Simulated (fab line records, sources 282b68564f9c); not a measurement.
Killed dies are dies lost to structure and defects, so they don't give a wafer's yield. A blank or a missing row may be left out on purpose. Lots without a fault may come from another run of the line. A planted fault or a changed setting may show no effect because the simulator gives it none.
One fault seen from 2 desks | flow rit_cmos | each desk has only its own numbers; what lay behind them comes last

THE TOOL OWNER'S DESK: implanter-04
The tool's own readings at RIT_PLDD_IMPLANT_08: means of the sampled wafers that have a number, for each lot that ran on this tool. A lot is out of limits, marked OUT, if its mean lies more than 4 standard deviations from the usual mean; the brackets give that distance.
Columns: A = beam_energy_keV at RIT_PLDD_IMPLANT_08, usual 19.999; B = dose_ions_cm2 at RIT_PLDD_IMPLANT_08, usual 9.001e+14; C = end_station_pressure_torr at RIT_PLDD_IMPLANT_08, usual 7.2e-06 Torr; D = faraday_current_uA at RIT_PLDD_IMPLANT_08, usual 2826
lot  | first seen here | A      | B                           | C       | D
L393 | day 3 10:39     | 20.001 | 8.992e+14                   | 7.0e-06 | 2850
L396 | day 4 01:58     | 19.992 | 9.009e+14                   | 7.2e-06 | 2865
L401 | day 5 03:10     | 19.992 | 9.003e+14                   | 7.5e-06 | 2855
L407 | day 6 10:43     | 19.997 | 1.455e+15 (+99 or more) OUT | 8.6e-06 | 4444 (+31) OUT
L409 | day 6 17:35     | 20.001 | 1.454e+15 (+99 or more) OUT | 8.4e-06 | 4511 (+32) OUT
This desk's finding: out of limits on L407, L409; first on L407, day 6 10:43 (dose_ions_cm2 at RIT_PLDD_IMPLANT_08). In limits: L393, L396, L401.

THE METROLOGY DESK
What the gauges read, lot by lot, whatever tool the lot ran on: means of the sampled wafers that have a number. A lot is out of limits, marked OUT, if its mean lies more than 4 standard deviations from the usual mean; the brackets give that distance.
Columns: A = REOX_OXIDE_THK at RIT_REOX_THK_MEAS_04, usual 25.1 nm; B = PLDD_TW at RIT_PLDD_TW_MEAS_10, usual 2350; C = PLDD_RS at RIT_SDANNEAL_RS_MEAS_06, usual 178.7 ohm/sq
lot  | first seen here | A    | B               | C
L390 | day 2 16:38     | 25.5 | 2313            | 179.2
L392 | day 3 02:44     | 25.5 | 2370            | 178.7
L393 | day 3 07:59     | 25.1 | 2320            | 178.0
L394 | day 3 13:44     | 25.7 | 2415            | 178.0
L395 | day 3 21:36     | 24.6 | 2325            | 178.5
L396 | day 3 23:26     | 25.1 | 2311            | 178.2
L397 | day 4 03:55     | 25.8 | 2415            | 178.2
L399 | day 4 14:43     | 25.2 | 2365            | 178.7
L401 | day 5 00:02     | 25.1 | 2408            | 178.4
L407 | day 6 07:56     | 25.4 | 2590 (+6.8) OUT | 157.3 (-40) OUT
L409 | day 6 14:53     | 24.9 | 2699 (+10) OUT  | 157.4 (-40) OUT
L411 | day 7 00:41     | 24.9 | 2312            | 179.0
L412 | day 7 08:11     | 25.3 | 2348            | 178.2
L413 | day 7 12:37     | 24.5 | 2348            | 179.2
This desk's finding: out of limits on L407, L409; first on L407, day 6 11:02 (PLDD_TW at RIT_PLDD_TW_MEAS_10). In limits: L390, L392, L393, L394, L395, L396, L397, L399, L401, L411, L412, L413.

PUT TOGETHER
The tool owner's desk could have raised an alarm at day 6 10:43, on L407, L409.
The metrology desk could have raised an alarm at day 6 11:02, on L407, L409.
Of the lots named, all ran RIT_PLDD_IMPLANT_08 on implanter-04.

WHAT THE SIMULATOR HAD PUT IN
Process parameter drift: implanter-04, from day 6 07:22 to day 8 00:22, at RIT_PLDD_IMPLANT_08. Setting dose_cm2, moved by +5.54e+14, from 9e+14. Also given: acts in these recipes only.
Lots struck among those shown: L407, L409.
Hours from the fault's start to each desk's first reading out of limits: the tool owner's desk, 3; the metrology desk, 4.
